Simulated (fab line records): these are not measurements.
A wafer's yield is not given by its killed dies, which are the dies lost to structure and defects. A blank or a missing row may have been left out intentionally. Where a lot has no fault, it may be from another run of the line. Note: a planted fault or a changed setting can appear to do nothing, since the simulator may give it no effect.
Problem report in the 8D (eight disciplines) form, filled by code ; flow rit-cmos ; the parts of the form that need people (team, actions taken, sign-off) are left out

1. PROBLEM STATEMENT
Across 9 wafers from 3 lots, GATE_POLY_THK at RIT_GATE_THK_MEAS_09 averages 434.6 nm, while fault-free wafers read 249.5 nm with a standard deviation of 2.3. Relative to the usual mean, that is a shift of +80 standard deviations.
First observed at day 2 22:31: wafer L262.2, on film-metro-01. The record holds 42 wafers of 14 lots with a number at this step. Rule for "out" (also "out of limits"): further than 4 standard deviations from the usual mean. The other wafers with a number count as sound.

2. WHAT IT IS, AND WHAT IT ISN'T
question;is;is not
which readings at this step;GATE_POLY_THK;-
which lots;L262, L264, L266;L260, L261, L265, L275, L277, L278, L279, L280, L281, L282, L283
which wafers of those lots;all that have a number;-
read on which gauges;film-metro-01, film-metro-03, film-metro-04;-
when;from day 2 22:31;"up to then (6 sound wafers); but 27 sound wafers of L265, L275, L277, L278, L279, L280, L281, L282, L283 came after"

3. SUSPECTS, AND WHAT RULES EACH OUT
Counting: a tool at any process step up to the reading remains a suspect when it ran all the lots that are out and ran no sound lot after the first of those.
- ruled out: the gauge at RIT_GATE_THK_MEAS_09. The wafers that are out were read on 3 gauges (film-metro-01, film-metro-03, film-metro-04).
- lpcvd-01 at RIT_GATE_CVD_08 (deposits poly-Si from SiH4, target thk 250 nm, time 2220 s): ruled out as a lasting fault. Following L262 (day 2 20:53), the first lot on it that is out, the sound lots L279, L281 were run on it.
Left after counting: nothing in the record.

4. THE CAUSE (what the simulator had put in)
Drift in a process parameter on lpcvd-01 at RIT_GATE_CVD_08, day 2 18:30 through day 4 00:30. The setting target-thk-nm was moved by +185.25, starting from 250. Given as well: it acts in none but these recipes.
Counting ruled it out, wrongly: the rule takes a fault to strike every lot that its tool runs from its start on, and this one did not.

5. THE CHAIN OF EFFECTS, in route order
Rows list readings where the struck wafers' mean (over those with a number) sits beyond 3 standard deviations from the usual. Only readings whose record carries a usual standard deviation are examined. hours: median over the lots of the time between each lot's start at the first step of this table that gives one and its start at this step. sigmas: the change, counted in usual standard deviations.
hours;step;reading;usual;on struck wafers;change;sigmas
0;RIT_GATE_THK_MEAS_09;GATE_POLY_THK;249.5 nm;434.6;+185.1;+80
1;RIT_GATE_ETCH_19;oes-product-au;0.850 a.u.;1.015;+0.165;+11
Its process steps:
- RIT_GATE_ETCH_19: etches poly-Si in SF6/CHF3/O2, stops on SiO2, time 165 s, target depth 312.5 nm.

6. HOW IT WOULD HAVE BEEN CAUGHT EARLIER
4 hours passed between the start of the fault at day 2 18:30 and the first reading out of limits at a measuring or inspecting step in this record, taken at day 2 22:31.
Of the tool readings at RIT_GATE_CVD_08 for which the record gives a usual standard deviation, none was out on any struck wafer, so an alarm limit of 4 standard deviations on them would not have fired.
